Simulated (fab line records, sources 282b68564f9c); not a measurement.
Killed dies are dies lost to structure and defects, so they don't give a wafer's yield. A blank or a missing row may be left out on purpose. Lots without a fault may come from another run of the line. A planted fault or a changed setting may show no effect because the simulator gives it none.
fab line records | flow rit_cmos
record lots=13 wafers=39 last_day=7
route steps=202 shown PWELL@42 CONTACT@181 M1@184
lots that met no fault: from a run of the same line without faults
start_h: hours from the record's first day to the start of the lot's first wafer shown | wait_h: hours since the lot's step before | " the same as in the row above | L1.1+2: a row that stands for several wafers | - no value, or no start given | * or withheld: withheld | < > ~ a bound
route shown NAME@n: a module of which the file shows steps, and the number in the route of the first | usual: mean/standard deviation of fault-free wafers | same: alike in all rows | chamber/n: place in a boat | sites: the reading at each site | _std_site: their standard deviation | _edge_site: outer sites' mean less inner sites' | radius_mm: how far each site lies from the wafer's centre | mask NAME#n: copy n | behind: the tool/chamber that last shaped the wafer | hold: why the lot was held/for how many hours/how that ended | device: the transistor (n, p or np) that didn't switch | end of line: the same wafers' tests at the end of the route | a step without rows: its recipe alone | killed: dies lost to structure and defects at the first sort, not the wafer's yield | map: a wafer's dies, x killed, . not, _ none there
set.NAME: the setting as run; set.NAME@STEP: as run at that earlier step | model.NAME: the simulator's own value behind a step, which no gauge read
steps of the route over a sample of lots; a table a step, a row a wafer
services: from which hour (start_h, from the record's first day; less than 0 if before it) a tool's chamber was out of use, for how many hours, and why
## steps
# step RIT_PWELL_EXPOSE_03
# recipe mask_id=M3 na=0.57 target_cd_nm=43700 dose_mj=250
# columns lot.wafer tool chamber start_h wait_h mask
L518.3+5+6 iline_stepper-01 0 31.58 0.2 M3#0
L519.1+3+6 iline_stepper-02 0 38.78 0.2 M3#0
L521.1+5+6 iline_stepper-01 0 48.49 0.2 M3#0
L523.1+2+6 iline_stepper-02 0 54.81 0.2 M3_R1#0
L526.1+5+6 iline_stepper-02 0 67.43 0.1 M3#0
L530.2+5+6 iline_stepper-01 0 84.90 0.2 M3#0
L531.2+5+6 iline_stepper-01 0 88.91 0.1 M3#0
L532.3+4+6 iline_stepper-01 0 94.38 0.1 M3#0
L535.1+3+4 iline_stepper-02 0 107.97 0.2 M3#0
L536.1+3+6 iline_stepper-02 0 117.20 0.1 M3#0
L537.2+4+5 iline_stepper-01 0 119.45 0.2 M3#0
L539.1+4+6 iline_stepper-02 0 134.08 0.1 M3#0
L541.2+4+5 iline_stepper-02 0 139.50 0.3 M3#0
# step RIT_CONTACT_CD_MEAS_90
# recipe target_cd_nm=1000
# usual cd_nm=1000.6/1.6
# columns lot.wafer tool chamber start_h wait_h cd_nm
L518.3 cd_sem-01 - 72.99 0.1 997.3
L518.5 " - " " 998.9
L518.6 " - " " 1000.2
L519.1 cd_sem-01 - 79.63 0.1 1000.6
L519.3 " - " " 1002.2
L519.6 " - " " 998.2
L521.1 cd_sem-01 - 84.98 0.1 1000.7
L521.5 " - " " 1001.6
L521.6 " - " " 1001.0
L523.1 cd_sem-01 - 89.64 0.1 1002.6
L523.2 " - " " 1003.6
L523.6 " - " " 1001.2
L526.1 cd_sem-02 - 101.42 0.1 1000.7
L526.5 " - " " 1000.1
L526.6 " - " " 1000.8
L530.2 cd_sem-02 - 118.77 0.1 1004.0
L530.5 " - " " 1002.1
L530.6 " - " " 1000.7
L531.2 cd_sem-02 - 123.92 0.1 999.2
L531.5 " - " " 1000.1
L531.6 " - " " 999.8
L532.3 cd_sem-01 - 130.61 0.1 1000.7
L532.4 " - " " 1000.3
L532.6 " - " " 998.8
L535.1 cd_sem-01 - 145.59 0.1 1002.4
L535.3 " - " " 1003.2
L535.4 " - " " 1003.9
L536.1 cd_sem-01 - 149.45 0.1 1001.4
L536.3 " - " " 1003.5
L536.6 " - " " 1002.1
L537.2 cd_sem-02 - 154.91 0.1 999.7
L537.4 " - " " 1000.4
L537.5 " - " " 997.2
L539.1 cd_sem-01 - 167.81 0.1 998.1
L539.4 " - " " 1001.3
L539.6 " - " " 1000.7
L541.2 cd_sem-01 - 172.17 0.1 997.2
L541.4 " - " " 998.2
L541.5 " - " " 998.3
# step RIT_M1_SPUTTER_00
# recipe material=Al target_thk_nm=400 power_w=2000 chamber_pressure_pa=0.4 gas=Ar time_s=500 substrate_temp_c=25
# usual throttle_valve_pct=30.2/0.98
# columns lot.wafer tool chamber start_h wait_h throttle_valve_pct
L518.3 pvd_sputter-03 - 73.42 0.0 31.0
L518.5 " - " " 30.7
L518.6 " - " " 29.0
L519.1 pvd_sputter-02 - 80.10 0.0 30.5
L519.3 " - " " 31.1
L519.6 " - " " 31.0
L521.1 pvd_sputter-02 - 85.45 0.0 31.0
L521.5 " - " " 30.7
L521.6 " - " " 28.8
L523.1 pvd_sputter-03 - 90.11 0.0 30.8
L523.2 " - " " 30.9
L523.6 " - " " 31.1
L526.1 pvd_sputter-03 - 101.89 0.0 30.9
L526.5 " - " " 30.9
L526.6 " - " " 29.7
L530.2 pvd_sputter-03 - 119.22 0.0 29.5
L530.5 " - " " 31.0
L530.6 " - " " 29.1
L531.2 pvd_sputter-02 - 124.37 0.0 29.3
L531.5 " - " " 28.9
L531.6 " - " " 31.6
L532.3 pvd_sputter-03 - 131.06 0.0 28.7
L532.4 " - " " 29.3
L532.6 " - " " 30.5
L535.1 pvd_sputter-02 - 146.08 0.0 31.3
L535.3 " - " " 30.4
L535.4 " - " " 29.2
L536.1 pvd_sputter-03 - 149.92 0.0 31.2
L536.3 " - " " 29.0
L536.6 " - " " 30.7
L537.2 pvd_sputter-03 - 155.36 0.0 28.8
L537.4 " - " " 30.9
L537.5 " - " " 31.2
L539.1 pvd_sputter-03 - 168.28 0.0 31.4
L539.4 " - " " 29.0
L539.6 " - " " 30.8
L541.2 pvd_sputter-03 - 172.62 0.0 31.0
L541.4 " - " " 28.9
L541.5 " - " " 30.9
# step RIT_M1_OVL_MEAS_10
# usual M1_OVL=-0.3/1.2
# columns lot.wafer tool chamber start_h wait_h M1_OVL[nm]
L518.3 overlay-02 - 75.03 0.1 0.0
L518.5 " - " " -0.8
L518.6 " - " " -2.3
L519.1 overlay-02 - 81.72 0.1 0.5
L519.3 " - " " -0.7
L519.6 " - " " -1.5
L521.1 overlay-02 - 87.32 0.1 0.3
L521.5 " - " " 0.1
L521.6 " - " " 2.1
L523.1 overlay-01 - 91.71 0.1 0.0
L523.2 " - " " -0.3
L523.6 " - " " -1.3
L526.1 overlay-01 - 103.36 0.1 -0.7
L526.5 " - " " 1.3
L526.6 " - " " -1.3
L530.2 overlay-01 - 120.82 0.1 -0.8
L530.5 " - " " -0.1
L530.6 " - " " 0.4
L531.2 overlay-02 - 125.85 0.1 -2.9
L531.5 " - " " -1.4
L531.6 " - " " -1.1
L532.3 overlay-01 - 132.78 0.1 -1.5
L532.4 " - " " -0.9
L532.6 " - " " 0.0
L535.1 overlay-02 - 147.68 0.1 1.0
L535.3 " - " " 2.1
L535.4 " - " " 1.6
L536.1 overlay-02 - 151.52 0.1 1.3
L536.3 " - " " -1.6
L536.6 " - " " 1.4
L537.2 overlay-02 - 156.84 0.1 -0.2
L537.4 " - " " -2.3
L537.5 " - " " 0.5
L539.1 overlay-01 - 169.76 0.1 -0.9
L539.4 " - " " -0.2
L539.6 " - " " -2.0
L541.2 overlay-02 - 174.11 0.1 -2.3
L541.4 " - " " -1.7
L541.5 " - " " 0.3
# step RIT_M1_PROBE_99
# usual killed_at_M0_to_M3=0.0/0.14 killed_at_front_end=7.3/2.8 killed_dies=7.3/2.8 killed_open=3.8/1.9 killed_short=3.5/1.8
# same gross_dies=264 killed_at_M4_up=0 killed_at_back_side=0 killed_at_contacts=0 killed_at_other=0
# columns lot.wafer tool chamber start_h wait_h killed_at_M0_to_M3 killed_at_front_end killed_dies killed_open killed_short
L518.3 prober-01 - 77.67 0.2 0 7 7 2 5
L518.5 prober-01 - 77.77 0.2 0 6 6 5 1
L518.6 prober-01 - 77.82 0.2 0 3 3 3 0
L519.1 prober-02 - 84.26 0.1 0 8 8 3 5
L519.3 prober-02 - 84.36 0.2 0 6 6 4 2
L519.6 prober-02 - 84.51 0.2 0 13 13 5 8
L521.1 prober-02 - 91.20 0.1 0 7 7 2 5
L521.5 prober-02 - 91.40 0.2 0 3 3 2 1
L521.6 prober-02 - 91.45 0.2 0 5 5 3 2
L523.1 prober-01 - 94.25 0.1 1 7 8 3 4
L523.2 prober-01 - 94.30 0.1 0 6 6 2 4
L523.6 prober-01 - 94.50 0.2 0 6 6 3 3
L526.1 prober-01 - 105.90 0.1 0 8 8 6 2
L526.5 prober-01 - 106.10 0.2 0 5 5 4 1
L526.6 prober-01 - 106.15 0.2 0 6 6 1 5
L530.2 prober-01 - 123.40 0.1 0 10 10 6 4
L530.5 prober-01 - 123.55 0.2 0 2 2 0 2
L530.6 prober-01 - 123.60 0.2 0 7 7 2 5
L531.2 prober-02 - 128.43 0.1 0 8 8 5 3
L531.5 prober-02 - 128.58 0.2 0 8 8 5 3
L531.6 prober-02 - 128.63 0.2 0 8 8 5 3
L532.3 prober-01 - 135.61 0.2 0 5 5 3 2
L532.4 prober-01 - 135.66 0.2 0 7 7 3 4
L532.6 prober-01 - 135.76 0.2 0 8 8 3 5
L535.1 prober-02 - 150.95 0.1 0 10 10 8 2
L535.3 prober-02 - 151.05 0.2 0 17 17 9 8
L535.4 prober-02 - 151.10 0.2 0 9 9 7 2
L536.1 prober-01 - 154.09 0.1 0 7 7 5 2
L536.3 prober-01 - 154.19 0.2 0 10 10 6 4
L536.6 prober-01 - 154.34 0.2 0 6 6 4 2
L537.2 prober-02 - 159.42 0.1 0 8 8 4 4
L537.4 prober-02 - 159.52 0.2 0 11 11 4 7
L537.5 prober-02 - 159.57 0.2 0 6 6 4 2
L539.1 prober-02 - 172.35 0.1 0 10 10 6 4
L539.4 prober-02 - 172.50 0.2 0 8 8 7 1
L539.6 prober-02 - 172.60 0.2 0 3 3 2 1
L541.2 prober-02 - 176.69 0.1 0 3 3 3 0
L541.4 prober-02 - 176.79 0.2 0 4 4 2 2
L541.5 prober-02 - 176.84 0.2 0 6 6 1 5
# killed by level:class
L518.3 GATE:geometric_particle:open=2 REOX:geometric_particle:short=2 SPACER:geometric_particle:short=2 FOX1:geometric_particle:short=1
L518.5 REOX:geometric_particle:open=3 FOX2:geometric_particle:open=1 REOX:geometric_particle:short=1 SPACER:geometric_particle:open=1
L518.6 REOX:geometric_particle:open=1 SPACER:geometric_particle:open=1 SILICIDE:geometric_particle:open=1
L519.1 FOX2:geometric_particle:short=2 FOX1:geometric_particle:short=1 FOX2:geometric_particle:open=1 GATE:geometric_particle:short=1 GATE:geometric_particle:open=1 REOX:geometric_particle:short=1 SILICIDE:geometric_particle:open=1
L519.3 SPACER:geometric_particle:open=2 FOX1:geometric_particle:short=1 GATE:geometric_particle:open=1 REOX:geometric_particle:open=1 SPACER:geometric_particle:short=1
L519.6 GATE:geometric_particle:short=4 GATE:geometric_particle:open=3 REOX:geometric_particle:short=2 FOX1:geometric_particle:short=1 FOX2:geometric_particle:open=1 SPACER:geometric_particle:open=1 SILICIDE:geometric_particle:short=1
L521.1 GATE:geometric_particle:open=2 FOX1:geometric_particle:short=1 FOX2:geometric_particle:short=1 GATE:geometric_particle:short=1 REOX:geometric_particle:short=1 SPACER:geometric_particle:short=1
L521.5 GATE:geometric_particle:open=1 FOX2:geometric_particle:open=1 GATE:geometric_particle:short=1
L521.6 GATE:geometric_particle:short=2 FOX1:geometric_particle:open=1 GATE:geometric_particle:open=1 REOX:geometric_particle:open=1
L523.1 FOX1:geometric_particle:open=1 FOX1:geometric_particle:short=1 FOX2:geometric_particle:short=1 GATE:geometric_particle:open=1 GATE:geometric_particle:short=1 SPACER:geometric_particle:open=1 M1:geometric_particle:short=1 PWELL:area_expose=1
L523.2 FOX1:geometric_particle:short=3 FOX1:geometric_particle:open=1 GATE:geometric_particle:open=1 GATE:geometric_particle:short=1
L523.6 FOX1:geometric_particle:open=2 SILICIDE:geometric_particle:short=2 FOX2:geometric_particle:short=1 FOX2:geometric_particle:open=1
L526.1 FOX2:geometric_particle:open=2 GATE:geometric_particle:open=2 FOX1:geometric_particle:open=1 FOX2:geometric_particle:short=1 GATE:geometric_particle:short=1 SILICIDE:geometric_particle:open=1
L526.5 GATE:geometric_particle:open=2 FOX2:geometric_particle:open=1 GATE:geometric_particle:short=1 SPACER:geometric_particle:open=1
L526.6 SILICIDE:geometric_particle:short=4 GATE:geometric_particle:open=1 GATE:geometric_particle:short=1
L530.2 GATE:geometric_particle:short=3 GATE:geometric_particle:open=3 SPACER:geometric_particle:open=2 FOX2:geometric_particle:short=1 SILICIDE:geometric_particle:open=1
L530.5 GATE:geometric_particle:short=1 REOX:geometric_particle:short=1
L530.6 GATE:geometric_particle:short=3 FOX1:geometric_particle:short=1 FOX2:geometric_particle:short=1 GATE:geometric_particle:open=1 REOX:geometric_particle:open=1
L531.2 REOX:geometric_particle:open=3 GATE:geometric_particle:open=2 REOX:geometric_particle:short=2 GATE:geometric_particle:short=1
L531.5 FOX1:geometric_particle:open=1 FOX2:geometric_particle:short=1 GATE:geometric_particle:open=1 GATE:geometric_particle:short=1 REOX:geometric_particle:short=1 REOX:geometric_particle:open=1 SPACER:geometric_particle:open=1 SILICIDE:geometric_particle:open=1
L531.6 REOX:geometric_particle:open=4 GATE:geometric_particle:short=2 GATE:geometric_particle:open=1 REOX:geometric_particle:short=1
L532.3 FOX1:geometric_particle:open=2 FOX2:geometric_particle:open=1 REOX:geometric_particle:short=1 STARTING-WAFER:geometric_particle:short=1
L532.4 GATE:geometric_particle:short=2 GATE:geometric_particle:open=2 FOX2:geometric_particle:short=1 REOX:geometric_particle:short=1 SPACER:geometric_particle:open=1
L532.6 GATE:geometric_particle:short=3 FOX1:geometric_particle:short=1 GATE:geometric_particle:open=1 REOX:geometric_particle:short=1 SPACER:geometric_particle:open=1 SILICIDE:geometric_particle:open=1
L535.1 REOX:geometric_particle:open=5 GATE:geometric_particle:open=2 FOX1:geometric_particle:open=1 REOX:geometric_particle:short=1 SPACER:geometric_particle:short=1
L535.3 REOX:geometric_particle:short=5 REOX:geometric_particle:open=3 SPACER:geometric_particle:open=3 GATE:geometric_particle:open=2 FOX1:geometric_particle:open=1 FOX1:geometric_particle:short=1 GATE:geometric_particle:short=1 SILICIDE:geometric_particle:short=1
L535.4 REOX:geometric_particle:open=3 REOX:geometric_particle:short=2 FOX1:geometric_particle:open=1 GATE:geometric_particle:open=1 SPACER:geometric_particle:open=1 SILICIDE:geometric_particle:open=1
L536.1 FOX2:geometric_particle:open=3 FOX2:geometric_particle:short=2 REOX:geometric_particle:open=1 SPACER:geometric_particle:open=1
L536.3 REOX:geometric_particle:open=2 FOX1:geometric_particle:open=1 FOX1:geometric_particle:short=1 GATE:geometric_particle:open=1 REOX:geometric_particle:short=1 SPACER:geometric_particle:short=1 SPACER:geometric_particle:open=1 SILICIDE:geometric_particle:short=1
L536.6 FOX1:geometric_particle:open=2 FOX1:geometric_particle:short=1 FOX2:geometric_particle:open=1 GATE:geometric_particle:short=1 SPACER:geometric_particle:open=1
L537.2 FOX1:geometric_particle:open=2 REOX:geometric_particle:short=2 GATE:geometric_particle:short=1 GATE:geometric_particle:open=1 SILICIDE:geometric_particle:open=1 SILICIDE:geometric_particle:short=1
L537.4 SILICIDE:geometric_particle:open=3 FOX1:geometric_particle:short=2 GATE:geometric_particle:short=2 SILICIDE:geometric_particle:short=2 FOX1:geometric_particle:open=1 REOX:geometric_particle:short=1
L537.5 FOX2:geometric_particle:open=2 FOX1:geometric_particle:open=1 FOX2:geometric_particle:short=1 GATE:geometric_particle:open=1 REOX:geometric_particle:short=1
L539.1 GATE:geometric_particle:open=4 FOX1:geometric_particle:open=1 FOX2:geometric_particle:short=1 FOX2:geometric_particle:open=1 REOX:geometric_particle:short=1 SPACER:geometric_particle:short=1 SILICIDE:geometric_particle:short=1
L539.4 GATE:geometric_particle:open=5 ACTIVE:geometric_particle:open=1 FOX1:geometric_particle:open=1 GATE:geometric_particle:short=1
L539.6 GATE:geometric_particle:open=1 REOX:geometric_particle:short=1 SILICIDE:geometric_particle:open=1
L541.2 GATE:geometric_particle:open=2 SILICIDE:geometric_particle:open=1
L541.4 FOX1:geometric_particle:short=1 FOX2:geometric_particle:open=1 GATE:geometric_particle:open=1 GATE:geometric_particle:short=1
L541.5 GATE:geometric_particle:short=3 FOX1:geometric_particle:short=1 GATE:geometric_particle:open=1 SPACER:geometric_particle:short=1
## services
# columns tool chamber start_h hours kind
pvd_sputter-02 - 20.41 4.1 repair
iline_stepper-02 - 21.32 1.7 pm
iline_stepper-01 - 35.94 1.7 pm
iline_stepper-01 0 48.95 - calibration
pvd_sputter-02 - 57.16 4.4 repair
iline_stepper-02 0 111.26 - calibration
iline_stepper-01 - 115.01 3.7 repair
pvd_sputter-02 - 161.53 3.2 repair
pvd_sputter-02 - 172.08 1.7 repair
## key
first_sign step=RIT_PWELL_EXPOSE_03 reading=mask direction=changed
effect none on later readings
met_at RIT_PWELL_EXPOSE_03
struck_lots L523
tester_left_out L523
not_acting_at RIT_CONTACT_CD_MEAS_90,RIT_M1_SPUTTER_00,RIT_M1_OVL_MEAS_10
onset_between 38.78 54.81
fault kind=wrong_mask tool=any chamber=- onset_h=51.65 steps=RIT_PWELL_EXPOSE_03 aux_copy=M3_R1#0 cd_offset_nm=-350 scope=struck_lots_only
# tester_left_out: of these lots the tester's yield and bins aren't shown, on N5 and GAA mostly nor the transistor test; their killed dies are dies lost to structure and defects alone, not to doping, threshold or leakage, so they don't give the yield
